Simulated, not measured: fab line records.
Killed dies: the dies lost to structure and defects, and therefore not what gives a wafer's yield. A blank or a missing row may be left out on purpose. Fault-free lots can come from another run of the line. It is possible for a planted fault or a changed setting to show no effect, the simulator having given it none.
fab line records	flow berkeley-cmos170
[record] lots = 15	wafers = 45	last-day = 13
route steps=331 shown START@3 WELLDRIVE@57 M1@248 M3@327
lots that met no fault: from a run of the same line without faults
start-h: hours from the record's opening day to when the first of the lot's shown wafers began	wait-h: time in hours since the lot's previous step	" the same as in the row above	L1.1+2: a row that stands for several wafers	- no value present, or no start provided	* or withheld: withheld	< > ~ a bound
route shown NAME@n: a module of which the file shows steps, and the number in the route of the first	usual: mean/standard deviation of fault-free wafers	same: alike in all rows	chamber/n: place in a boat	sites: per-site readings	_std_site: standard deviation of those values	_edge_site: the outer-site mean with the inner-site mean subtracted	radius-mm: for every site, how far away it sits from the centre of the wafer	mask NAME#n: copy n	behind: the last tool/chamber to shape the wafer	hold: what put the lot on hold/how long, in hours/how the hold closed	device: the transistor (n, p or np) that didn't switch	end of line: tests run on the same wafers once the route is complete	a step with no rows: only its recipe	killed: the dies lost at the first sort to structure and to defects; this is not the yield of the wafer	map: per-die view of a wafer (x killed, . not killed, _ where there is no die)
set.NAME: the setting that was run; set.NAME@STEP: the one run at that earlier step	model.NAME: the simulator's own value behind a step, which no gauge read
the route's steps for a sample of lots (tables are steps, rows are wafers)
services: from which hour (start-h, from the record's first day; less than 0 if before it) a tool's chamber was out of use, for how many hours, and why
[[steps]]
[step UCB170_START_OXIDATION_02]
[recipe] temp-c = 955.8	ambient = O2	target-thk-a = 200	ox-time-s = 1800
[usual] tube_center_temp_C_max = 958.2/0.42	zone-power-centre-pct = 45/3.5
lot.wafer	tool	chamber	start-h	wait-h	tube_center_temp_C_max	zone-power-centre-pct
L638.3	furnace-02	0	18.63	3.5	957.7	45
L638.4	"	0	"	"	958.5	45
L638.6	"	0	"	"	958.4	44
L639.1	furnace-01	0	24.53	4.4	959.0	49
L639.3	"	0	"	"	958.1	49
L639.4	"	0	"	"	958.5	50
L640.2	furnace-02	0	29.73	4.6	958.4	44
L640.3	"	0	"	"	957.8	44
L640.5	"	0	"	"	958.5	45
L641.3	furnace-04	0	36.63	4.4	957.8	41
L641.4	"	0	"	"	958.5	41
L641.6	"	0	"	"	959.0	42
L642.1	furnace-04	0	36.63	1.4	958.2	41
L642.3	"	0	"	"	958.4	41
L642.6	"	0	"	"	958.1	41
L643.1	furnace-04	0	45.98	5.8	959.3	41
L643.3	"	0	"	"	958.0	42
L643.4	"	0	"	"	957.8	41
L645.1	furnace-01	0	54.25	4.1	957.5	49
L645.2	"	0	"	"	958.3	50
L645.3	"	0	"	"	958.9	49
L646.1	furnace-01	0	58.43	3.3	958.0	50
L646.4	"	0	"	"	958.7	49
L646.6	"	0	"	"	958.6	49
L646.1	furnace-01	0	61.27	1.3	958.2	49
L646.4	"	0	"	"	958.4	49
L646.6	"	0	"	"	958.2	50
L648.2	furnace-01	0	65.52	0.4	958.4	51
L648.3	"	0	"	"	958.4	49
L648.6	"	0	"	"	957.8	48
L649.2	furnace-01	0	73.52	3.4	958.0	48
L649.4	"	0	"	"	958.3	49
L649.5	"	0	"	"	958.5	49
L649.2	furnace-01	0	76.27	1.2	958.2	49
L649.4	"	0	"	"	958.7	48
L649.5	"	0	"	"	958.1	49
L651.2	furnace-01	0	83.18	2.1	957.7	49
L651.3	"	0	"	"	958.7	48
L651.5	"	0	"	"	958.2	49
L652.3	furnace-04	0	89.52	4.4	957.8	40
L652.4	"	0	"	"	958.1	40
L652.5	"	0	"	"	958.7	41
L652.3	furnace-04	0	94.77	3.8	957.7	41
L652.4	"	0	"	"	958.4	41
L652.5	"	0	"	"	957.6	41
L655.2	furnace-04	0	100.20	0.1	958.1	41
L655.3	"	0	"	"	958.2	41
L655.5	"	0	"	"	958.1	41
L658.2	furnace-02	0	121.17	6.0	958.3	44
L658.5	"	0	"	"	958.2	45
L658.6	"	0	"	"	957.8	44
L660.1	furnace-02	0	128.17	3.0	958.1	44
L660.3	"	0	"	"	957.7	45
L660.5	"	0	"	"	958.4	44
[step UCB170_START_THK_MEAS_03]
[recipe] reads = SiO2_of_START_OXIDATION_02
[usual] START_OXIDE_THK = 21.2/0.36
lot.wafer	tool	chamber	start-h	wait-h	START_OXIDE_THK[nm]
L638.3	film-metro-03	-	20.15	0.0	21.3
L638.4	"	-	"	"	21.3
L638.6	"	-	"	"	21.4
L639.1	film-metro-03	-	26.03	0.0	22.2
L639.3	"	-	"	"	21.8
L639.4	"	-	"	"	22.0
L640.2	film-metro-03	-	31.24	0.0	21.5
L640.3	"	-	"	"	21.6
L640.5	"	-	"	"	21.5
L642.1	film-metro-03	-	38.13	0.0	21.7
L642.3	"	-	"	"	21.5
L642.6	"	-	"	"	21.8
L641.3	film-metro-01	-	38.15	0.0	20.6
L641.4	"	-	"	"	20.7
L641.6	"	-	"	"	21.0
L643.1	film-metro-03	-	47.48	0.0	20.9
L643.3	"	-	"	"	21.2
L643.4	"	-	"	"	21.4
L645.1	film-metro-02	-	55.75	0.0	21.2
L645.2	"	-	"	"	21.5
L645.3	"	-	"	"	21.4
L646.1	film-metro-03	-	62.77	0.0	32.3
L646.4	"	-	"	"	32.1
L646.6	"	-	"	"	32.3
L648.2	film-metro-03	-	67.03	0.0	21.5
L648.3	"	-	"	"	21.6
L648.6	"	-	"	"	21.3
L649.2	film-metro-03	-	77.78	0.0	32.1
L649.4	"	-	"	"	31.3
L649.5	"	-	"	"	31.0
L651.2	film-metro-02	-	84.69	0.0	20.8
L651.3	"	-	"	"	20.9
L651.5	"	-	"	"	20.6
L652.3	film-metro-03	-	96.29	0.0	31.7
L652.4	"	-	"	"	31.4
L652.5	"	-	"	"	31.4
L655.2	film-metro-03	-	101.71	0.0	21.7
L655.3	"	-	"	"	21.7
L655.5	"	-	"	"	21.3
L658.2	film-metro-02	-	122.68	0.0	21.4
L658.5	"	-	"	"	21.3
L658.6	"	-	"	"	21.2
L660.1	film-metro-01	-	129.67	0.0	21.3
L660.3	"	-	"	"	21.1
L660.5	"	-	"	"	21.0
[step UCB170_WELLDRIVE_THK_MEAS_02]
[recipe] reads = SiO2_of_WELLDRIVE_OXIDATION_01
[usual] WELLDRIVE_OXIDE_THK = 197/3.7
lot.wafer	tool	chamber	start-h	wait-h	WELLDRIVE_OXIDE_THK[nm]
L640.2	film-metro-01	-	78.31	0.0	199
L640.3	"	-	"	"	200
L640.5	"	-	"	"	199
L638.3	film-metro-04	-	78.32	0.0	198
L638.4	"	-	"	"	197
L638.6	"	-	"	"	199
L639.1	film-metro-02	-	78.33	0.0	195
L639.3	"	-	"	"	193
L639.4	"	-	"	"	193
L642.1	film-metro-02	-	89.04	0.0	199
L642.3	"	-	"	"	199
L642.6	"	-	"	"	197
L641.3	film-metro-02	-	89.12	0.1	200
L641.4	"	-	"	"	196
L641.6	"	-	"	"	198
L643.1	film-metro-02	-	101.04	0.0	199
L643.3	"	-	"	"	203
L643.4	"	-	"	"	201
L645.1	film-metro-01	-	107.18	0.0	204
L645.2	"	-	"	"	206
L645.3	"	-	"	"	203
L646.1	film-metro-02	-	119.96	0.0	194
L646.4	"	-	"	"	196
L646.6	"	-	"	"	192
L648.2	film-metro-04	-	119.97	0.0	203
L648.3	"	-	"	"	202
L648.6	"	-	"	"	203
L649.2	film-metro-01	-	130.22	0.0	193
L649.4	"	-	"	"	195
L649.5	"	-	"	"	198
L651.2	film-metro-02	-	140.27	0.0	198
L651.3	"	-	"	"	199
L651.5	"	-	"	"	195
L652.3	film-metro-04	-	140.31	0.0	194
L652.4	"	-	"	"	198
L652.5	"	-	"	"	193
L655.2	film-metro-04	-	152.77	0.0	190
L655.3	"	-	"	"	192
L655.5	"	-	"	"	194
L658.2	film-metro-01	-	181.66	0.0	190
L658.5	"	-	"	"	193
L658.6	"	-	"	"	193
L660.1	film-metro-01	-	187.71	0.1	198
L660.3	"	-	"	"	195
L660.5	"	-	"	"	201
[step UCB170_M1_OVL_MEAS_10]
[usual] M1_OVL = 3/6.4
lot.wafer	tool	chamber	start-h	wait-h	M1_OVL[nm]
L638.3	overlay-01	-	183.07	0.1	14
L638.4	"	-	"	"	1
L638.6	"	-	"	"	4
L640.2	overlay-02	-	183.62	0.1	-6
L640.3	"	-	"	"	0
L640.5	"	-	"	"	8
L639.1	overlay-01	-	185.01	0.1	0
L639.3	"	-	"	"	-3
L639.4	"	-	"	"	-4
L642.1	overlay-02	-	193.74	0.1	5
L642.3	"	-	"	"	7
L642.6	"	-	"	"	13
L641.3	overlay-02	-	194.47	0.1	-1
L641.4	"	-	"	"	2
L641.6	"	-	"	"	3
L643.1	overlay-01	-	202.47	0.1	3
L643.3	"	-	"	"	1
L643.4	"	-	"	"	10
L645.1	overlay-02	-	204.09	0.1	1
L645.2	"	-	"	"	7
L645.3	"	-	"	"	7
L648.2	overlay-01	-	219.41	0.1	10
L648.3	"	-	"	"	12
L648.6	"	-	"	"	10
L646.1	overlay-02	-	219.71	0.1	-4
L646.4	"	-	"	"	-12
L646.6	"	-	"	"	-8
L649.2	overlay-01	-	224.15	0.1	13
L649.4	"	-	"	"	13
L649.5	"	-	"	"	7
L651.2	overlay-01	-	243.01	0.1	2
L651.3	"	-	"	"	-5
L651.5	"	-	"	"	-6
L652.3	overlay-01	-	244.70	0.1	4
L652.4	"	-	"	"	-1
L652.5	"	-	"	"	4
L655.2	overlay-01	-	253.17	0.1	-1
L655.3	"	-	"	"	-4
L655.5	"	-	"	"	-1
L660.1	overlay-01	-	289.28	0.1	-1
L660.3	"	-	"	"	2
L660.5	"	-	"	"	5
L658.2	overlay-02	-	291.55	0.1	14
L658.5	"	-	"	"	3
L658.6	"	-	"	"	4
[step UCB170_M3_METAL_ETCH_18]
[recipe] chemistry = Cl2/BCl3	target = Al	stop-on = SiO2	pressure-mtorr = 11.53	target-depth-a = 11700	over-etch-frac = 0.3	time-s = 195	icp-w = 600	bias-w = 120	Cl2_flow_sccm = 90	bcl3-flow-sccm = 45
[usual] chamber-pressure-mTorr = 11.530/0.012	drypump-motor-current-A = 5.6/0.5	mfc-cl2-sccm = 89.96/0.24	oes-product-au = 0.852/0.017	throttle-valve-pct = 24.82/0.22
[same] over-etch-frac = 0.3
lot.wafer	tool	chamber	start-h	wait-h	chamber-pressure-mTorr	drypump-motor-current-A	mfc-cl2-sccm	oes-product-au	rf-hours-counter-h	throttle-valve-pct
L638.3	rie-metal-04	0	197.97	-	11.512	6.2	90.04	0.843	-	25.04
L638.4	"	1	"	"	11.525	6.2	90.05	0.879	-	24.61
L638.6	"	1	"	"	11.541	6.1	90.01	0.875	-	24.60
L640.2	rie-metal-02	1	198.68	-	11.536	5.3	90.25	0.839	4	25.04
L640.3	"	1	"	"	11.529	5.3	90.19	0.830	-	25.02
L640.5	"	1	"	"	11.516	5.3	90.29	0.842	-	25.03
L639.1	rie-metal-04	1	202.52	-	11.526	6.2	90.25	0.870	6	24.59
L639.3	"	1	"	"	11.504	6.2	90.40	0.874	-	24.58
L639.4	"	1	"	"	11.538	6.1	89.93	0.874	-	24.59
L642.1	rie-metal-03	0	207.53	-	11.507	5.8	89.67	0.829	12	24.54
L642.3	"	1	"	"	11.528	5.0	89.96	0.863	-	24.96
L642.6	"	0	"	"	11.528	5.8	90.09	0.832	-	24.56
L641.3	rie-metal-04	1	208.79	-	11.526	6.2	89.86	0.871	-	24.58
L641.4	"	1	"	"	11.536	6.1	89.55	0.864	-	24.58
L641.6	"	1	"	"	11.531	6.1	89.73	0.866	-	24.58
L643.1	rie-metal-02	0	216.49	-	11.521	5.0	89.98	0.855	10	24.97
L643.3	"	1	"	"	11.537	5.3	90.09	0.837	-	25.02
L643.4	"	0	"	"	11.534	5.0	89.85	0.856	-	24.97
L645.1	rie-metal-03	0	217.59	-	11.526	5.8	89.89	0.836	12	24.54
L645.2	"	1	"	"	11.499	5.0	89.80	0.864	4	24.96
L645.3	"	0	"	"	11.520	5.8	90.22	0.828	-	24.54
L648.2	rie-metal-04	0	232.16	-	11.527	6.2	89.85	0.851	0	25.10
L648.3	"	0	"	"	11.548	6.2	90.03	0.853	-	25.11
L648.6	"	0	"	"	11.530	6.3	90.14	0.848	-	25.11
L646.1	rie-metal-02	0	235.35	-	11.538	5.0	90.43	0.850	10	24.96
L646.4	"	0	"	"	11.535	5.1	89.94	0.852	-	24.96
L646.6	"	1	"	"	11.542	5.3	89.85	0.829	-	25.02
L649.2	rie-metal-03	0	238.40	-	11.520	5.8	89.74	0.827	-	24.53
L649.4	"	0	"	"	11.528	5.8	89.61	0.824	-	24.55
L649.5	"	0	"	"	11.530	5.8	89.78	0.833	-	24.53
L651.2	rie-metal-04	1	255.34	-	11.537	6.2	89.87	0.872	8	24.59
L651.3	"	1	"	"	11.512	6.2	90.13	0.872	-	24.60
L651.5	"	0	"	"	11.506	6.3	89.90	0.846	-	25.13
L652.3	rie-metal-02	0	256.87	-	11.505	5.0	89.51	0.861	-	24.96
L652.4	"	1	"	"	11.519	5.3	90.06	0.837	-	25.02
L652.5	"	1	"	"	11.526	5.2	89.91	0.839	-	25.03
L655.2	rie-metal-03	1	268.48	-	11.542	5.0	90.12	0.859	-	24.94
L655.3	"	1	"	"	11.539	5.0	89.77	0.853	-	24.98
L655.5	"	1	"	"	11.550	5.0	89.96	0.865	-	24.96
L660.1	rie-metal-02	1	301.02	-	11.504	5.3	89.72	0.819	7	25.03
L660.3	"	0	"	"	11.533	5.0	89.88	0.838	-	24.98
L660.5	"	0	"	"	11.523	5.0	90.52	0.840	-	25.00
L658.2	rie-metal-03	1	303.48	-	11.537	5.0	89.96	0.868	6	24.94
L658.5	"	0	"	"	11.529	5.8	89.60	0.862	-	24.62
L658.6	"	1	"	"	11.531	5.0	89.92	0.860	-	24.96
[[services]]
tool	chamber	start-h	hours	kind
rie-metal-04	1	-2.66	-	clean
rie-metal-04	1	-2.66	21.8	scheduled-down
rie-metal-04	1	-2.66	21.8	vent-cycle
rie-metal-02	1	7.46	-	clean
rie-metal-02	1	7.46	15.3	scheduled-down
rie-metal-02	1	7.46	15.3	vent-cycle
rie-metal-04	-	16.93	1.4	pm
rie-metal-03	-	47.75	2.8	pm
rie-metal-03	1	60.25	-	clean
furnace-02	-	74.64	2.8	pm
furnace-01	-	111.17	4.0	pm
furnace-02	-	138.12	3.1	pm
rie-metal-03	-	178.55	0.9	repair
rie-metal-02	-	186.07	0.2	repair
rie-metal-04	-	204.09	0.8	repair
rie-metal-03	1	233.77	25.4	repair
furnace-04	-	240.50	3.8	pm
furnace-01	-	241.96	4.3	pm
furnace-02	-	244.74	2.9	pm
rie-metal-02	0	246.27	5.1	repair
rie-metal-04	0	259.44	1.3	repair
rie-metal-03	-	270.93	1.4	pm
furnace-01	-	279.73	3.0	pm
furnace-04	-	295.81	3.5	pm
[[key]]
[first-sign] step = UCB170_START_OXIDATION_02	reading = visit	direction = added
[effect] step = UCB170_START_THK_MEAS_03	reading = START_OXIDE_THK	direction = up	sigmas = 29	usual = 21.2	struck = 31.7
met-at UCB170_START_OXIDATION_02
struck-lots L646,L649,L652
tester-left-out L646,L649,L652
not-acting-at UCB170_WELLDRIVE_THK_MEAS_02,UCB170_M1_OVL_MEAS_10,UCB170_M3_METAL_ETCH_18
[fault] kind = repeated-step-whole	tool = furnace-01,furnace-02,furnace-04	chamber = -	onset-h = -	steps = UCB170_START_OXIDATION_02	times = 1	scope = struck-lots-only
// tester-left-out: of these lots the tester's yield and bins aren't shown, on N5 and GAA mostly nor the transistor test; their killed dies are dies lost to structure and defects alone, not to doping, threshold or leakage, so they don't give the yield
